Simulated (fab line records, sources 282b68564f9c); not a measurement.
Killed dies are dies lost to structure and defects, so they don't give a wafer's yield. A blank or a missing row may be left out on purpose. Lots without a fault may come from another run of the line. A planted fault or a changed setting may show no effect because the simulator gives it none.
Which tool did it? | flow rit_cmos | 7 lots, 21 wafers sampled, at 2 steps of a route of 202

WHAT THE GAUGES READ, wafer by wafer
RIT_SILICIDE_RS_MEAS_02: measures by four-point-probe.
lot  | measured    | on            | SILICIDE_TI_RS (ohm/sq)
L991 | day 3 12:08 | film_metro-03 | 52.5 52.1 52.7
L993 | day 3 21:46 | film_metro-04 | 52.9 52.4 52.3
L995 | day 4 05:24 | film_metro-04 | 53.0 53.8 53.0
L100 | day 5 09:23 | film_metro-04 | 51.1 51.6 50.7
L103 | day 5 19:47 | film_metro-03 | 52.6 52.9 53.2
L106 | day 6 10:56 | film_metro-04 | 58.0 51.2 51.8
L113 | day 8 02:19 | film_metro-04 | 51.1 50.8 50.6

WHICH TOOL RAN EACH LOT (tool, then ch and the chambers of the sampled wafers, then the start)
lot  | RIT_SILICIDE_SPUTTER_01
L991 | pvd_sputter-04, day 3 11:58
L993 | pvd_sputter-04, day 3 21:35
L995 | pvd_sputter-04, day 4 05:14
L100 | pvd_sputter-02, day 5 09:13
L103 | pvd_sputter-04, day 5 19:35
L106 | pvd_sputter-02, day 6 10:46
L113 | pvd_sputter-04, day 8 02:07
- RIT_SILICIDE_SPUTTER_01: material Ti, target thk 30 nm, time 240 s.

THE ANSWER, worked out from the rows above alone
Rule: what is usual is taken from the lots themselves. Put in order of their means at a reading, lots are off if they are a third of the lots or fewer, leave a main group of 4 or more, and stand apart from it by a gap of 3 or more times the standard deviation of the main group's means; of several such gaps the widest counts. A main group whose means are all the same, to the digits that the tables above print for the reading, isn't used. A lot without any number at a reading at which 4 lots or more have one is off too. The other lots that the step has rows for count as sound.
No lot is off at any reading shown: from this, nothing can be told.

WHAT THE SIMULATOR HAD PUT IN
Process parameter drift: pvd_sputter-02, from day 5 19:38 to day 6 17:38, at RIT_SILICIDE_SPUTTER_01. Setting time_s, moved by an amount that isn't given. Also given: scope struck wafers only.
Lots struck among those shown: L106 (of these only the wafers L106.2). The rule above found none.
